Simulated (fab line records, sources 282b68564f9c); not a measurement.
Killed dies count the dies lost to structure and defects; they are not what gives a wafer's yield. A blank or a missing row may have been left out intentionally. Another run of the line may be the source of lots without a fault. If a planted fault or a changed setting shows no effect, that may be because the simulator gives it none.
Comparing a struck lot with a sound one + flow ritCmos + 22 out of 202 route steps
Sound: these wafers, L283.2, L283.4, L283.5. The struck wafers were L285.3, L285.4, L285.6. At the end, the cause is stated.
Each step with rows lists, per side, the tool, then ch with its chambers, then its first start. Under that, the readings that differ: sound wafers + struck wafers + difference of the means + sigmas: that difference in standard deviations of wafers without a fault.
alike: words and numbers the same on both sides, and readings whose means are apart by under 2 such deviations; not compared: readings that were withheld, readings missing a value for some wafer, numbers with overlapping values and no deviation given by the record, and bounds like >300 which may hide the same value.
The two part at a step that has a row with sigmas, a row that says differs or no value, or rows on one side only. Non-overlapping numbers with no deviation appear without sigmas and do not part them. A reading missing from all wafers of one side parts the sides only when that side holds two or more wafers.

first, 2 steps without rows for these wafers: RIT_NSD_HARDBAKE_07 (time 60 s); RIT_NSD_IMPLANT_08.
RIT_NSD_STRIP_09: strips in O2, time 180 s.
  sound on plasmaAsher-04 ch 0, day 5 03:34; struck on plasmaAsher-04 ch 0,1, day 5 09:58
  alike: drypumpMotorCurrentA
  not compared: rfHoursCounterH
RIT_NSD_TW_MEAS_10:
  sound: filmMetro-02 at day 5 03:44; struck: filmMetro-03 at day 5 10:06
  alike: NSD_TW
then, 6 steps without rows for these wafers: RIT_PSD_HMDS_00 (prime time 60 s); RIT_PSD_COAT_01 (resist thk 1000 nm); RIT_PSD_SOFTBAKE_02 (time 60 s); RIT_PSD_EXPOSE_03 (exposes mask M10, target cd 40900 nm); RIT_PSD_PEB_04; RIT_PSD_DEVELOP_05 (develop time 50 s).
RIT_PSD_OVL_MEAS_06:
  sound: overlay-02 at day 5 04:46; struck: overlay-02 at day 5 11:00
  alike: PSD_OVL
then, 1 step without rows for these wafers: RIT_PSD_HARDBAKE_07 (time 60 s).
RIT_PSD_IMPLANT_08:
  sound on implanter-03 ch 0, day 5 04:59; struck on implanter-03 ch 0, day 5 11:13
| reading                  | sound                | struck               | difference | sigmas      |
|--------------------------|----------------------|----------------------|------------|-------------|
| beamEnergyKeV            | 26.998 26.998 27.007 | 32.934 32.939 32.929 | +5.933     | +99 or more |
| model.implant.rpNm (nm)  | 21.52 21.52 21.52    | 25.33 25.33 25.33    | +3.81      |             |
| model.implant.drpNm (nm) | 12.05 12.05 12.05    | 13.85 13.85 13.85    | +1.80      |             |
RIT_PSD_STRIP_09: strips in O2, time 180 s.
  sound on plasmaAsher-04 ch 0,1, day 5 05:06; struck on plasmaAsher-04 ch 0,1, day 5 11:23
  alike: drypumpMotorCurrentA
  not compared: rfHoursCounterH
RIT_PSD_TW_MEAS_10:
  sound: filmMetro-04 at day 5 05:17; struck: filmMetro-04 at day 5 11:31
| reading | sound          | struck         | difference | sigmas |
|---------|----------------|----------------|------------|--------|
| PSD_TW  | 3392 3392 3388 | 3560 3555 3585 | +176       | +6     |
then, 3 steps without rows for these wafers: RIT_SDANNEAL_CLEAN_00 (cleans in SC1, time 600 s); RIT_SDANNEAL_CLEAN_01 (cleans in dHF, time 30.43 s); RIT_SDANNEAL_CLEAN_02 (cleans in SC2, time 600 s).
RIT_SDANNEAL_RTA_03: time 5 s.
  sound on rtpAnneal-02 ch 0, day 5 05:44; struck on rtpAnneal-01 ch 0, day 5 11:57
  alike: wafer_temp_C_max
RIT_SDANNEAL_RS_MEAS_04: measures by four-point-probe.
  sound: filmMetro-03 at day 5 05:49; struck: filmMetro-03 at day 5 12:01
| reading         | sound                | struck               | difference | sigmas |
|-----------------|----------------------|----------------------|------------|--------|
| PSD_RS (ohm/sq) | 116.23 115.49 115.70 | 103.94 104.10 103.95 | -11.81     | -42    |
RIT_SDANNEAL_RS_MEAS_05: measures by four-point-probe.
  sound: filmMetro-03 at day 5 05:56; struck: filmMetro-03 at day 5 12:08
  alike: NSD_RS
RIT_M1_PROBE_99:
  sound: prober-01 at day 5 13:14; struck: prober-02 at day 5 19:28
| reading                             | sound             | struck            | difference | sigmas |
|-------------------------------------|-------------------|-------------------|------------|--------|
| model.etest.contactPplus.endOhmUm   | 45.2 46.43 45.84  | 39.57 40.22 39.58 | -6.03      |        |
| model.etest.diodePplusNwell.bvV (V) | 6.514 6.537 6.503 | 6.894 6.864 6.819 | +0.341     |        |
| model.etest.vpnp.gain               | 0.9956 1.009 1.01 | 1.22 1.212 1.185  | +0.20      |        |
| model.etest.diodePplusNwell.cjFfUm2 | 1.734 1.732 1.717 | 1.614 1.614 1.628 | -0.109     |        |
| model.etest.diodePplusComb.cjFfUm2  | 2.016 2.03 2.016  | 1.955 1.932 1.946 | -0.076     |        |
  alike: killedAtContacts, killedAtFrontEnd, killedDies, killedOpen, killedShort

## WHERE THEY PART
First at RIT_PSD_IMPLANT_08; last, within this record, at RIT_SDANNEAL_RS_MEAS_04. Later steps at which nothing parts them and some readings are alike: RIT_SDANNEAL_RS_MEAS_05, RIT_M1_PROBE_99.

WHY: the cause the simulator had injected
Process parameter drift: implanter-03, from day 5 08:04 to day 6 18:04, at RIT_PSD_IMPLANT_08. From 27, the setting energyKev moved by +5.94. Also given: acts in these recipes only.
